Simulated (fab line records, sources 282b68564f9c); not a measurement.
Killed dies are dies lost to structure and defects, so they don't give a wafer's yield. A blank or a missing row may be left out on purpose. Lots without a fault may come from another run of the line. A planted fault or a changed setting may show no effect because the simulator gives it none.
Which tool did it? | flow rit_cmos | 7 lots, 21 wafers sampled, at 3 steps of a route of 202

WHAT THE GAUGES READ, wafer by wafer
RIT_NSD_OVL_MEAS_06.
lot  | measured    | on         | NSD_OVL (nm)
L442 | day 3 08:14 | overlay-01 | -1.1 0.7 -2.0
L444 | day 3 20:20 | overlay-02 | -4.5 -4.2 -3.7
L447 | day 4 11:25 | overlay-02 | 0.4 -0.5 -1.6
L450 | day 5 01:49 | overlay-02 | -1.6 -2.6 -2.2
L456 | day 6 05:02 | overlay-01 | -0.8 -1.2 -3.0
L459 | day 6 21:35 | overlay-01 | -0.2 -1.2 0.0
L464 | day 7 20:38 | overlay-02 | -2.9 -1.9 -1.3

WHICH TOOL RAN EACH LOT (tool, then ch and the chambers of the sampled wafers, then the start)
lot  | RIT_GATE_STRIP_20                   | RIT_SPACER_ETCHBACK_05
L442 | plasma_asher-04 ch 0,1, day 2 22:26 | rie_diel-01 ch 1,2,3, day 3 07:14
L444 | plasma_asher-03 ch 0,1, day 3 06:45 | rie_diel-01 ch 1,2, day 3 19:20
L447 | plasma_asher-04 ch 0,1, day 4 01:47 | rie_diel-02 ch 0,2,3, day 4 10:25
L450 | plasma_asher-02 ch 0,1, day 4 13:55 | rie_diel-02 ch 0,1,2, day 5 00:48
L456 | plasma_asher-03 ch 0,1, day 5 18:54 | rie_diel-04 ch 1,3, day 6 03:53
L459 | plasma_asher-02 ch 0,1, day 6 10:32 | rie_diel-01 ch 0,3, day 6 20:14
L464 | plasma_asher-03 ch 0,1, day 7 09:28 | rie_diel-04 ch 1,3, day 7 19:25
- RIT_GATE_STRIP_20: strips in O2, time 180 s.
- RIT_SPACER_ETCHBACK_05: etches Si3N4 in SF6/CHF3, stops on SiO2, target depth 250 nm, time 240 s.

THE ANSWER, worked out from the rows above alone
Rule: what is usual is taken from the lots themselves. Put in order of their means at a reading, lots are off if they are a third of the lots or fewer, leave a main group of 4 or more, and stand apart from it by a gap of 3 or more times the standard deviation of the main group's means; of several such gaps the widest counts. A main group whose means are all the same, to the digits that the tables above print for the reading, isn't used. A lot without any number at a reading at which 4 lots or more have one is off too. The other lots that the step has rows for count as sound.
No lot is off at any reading shown: from this, nothing can be told.

WHAT THE SIMULATOR HAD PUT IN
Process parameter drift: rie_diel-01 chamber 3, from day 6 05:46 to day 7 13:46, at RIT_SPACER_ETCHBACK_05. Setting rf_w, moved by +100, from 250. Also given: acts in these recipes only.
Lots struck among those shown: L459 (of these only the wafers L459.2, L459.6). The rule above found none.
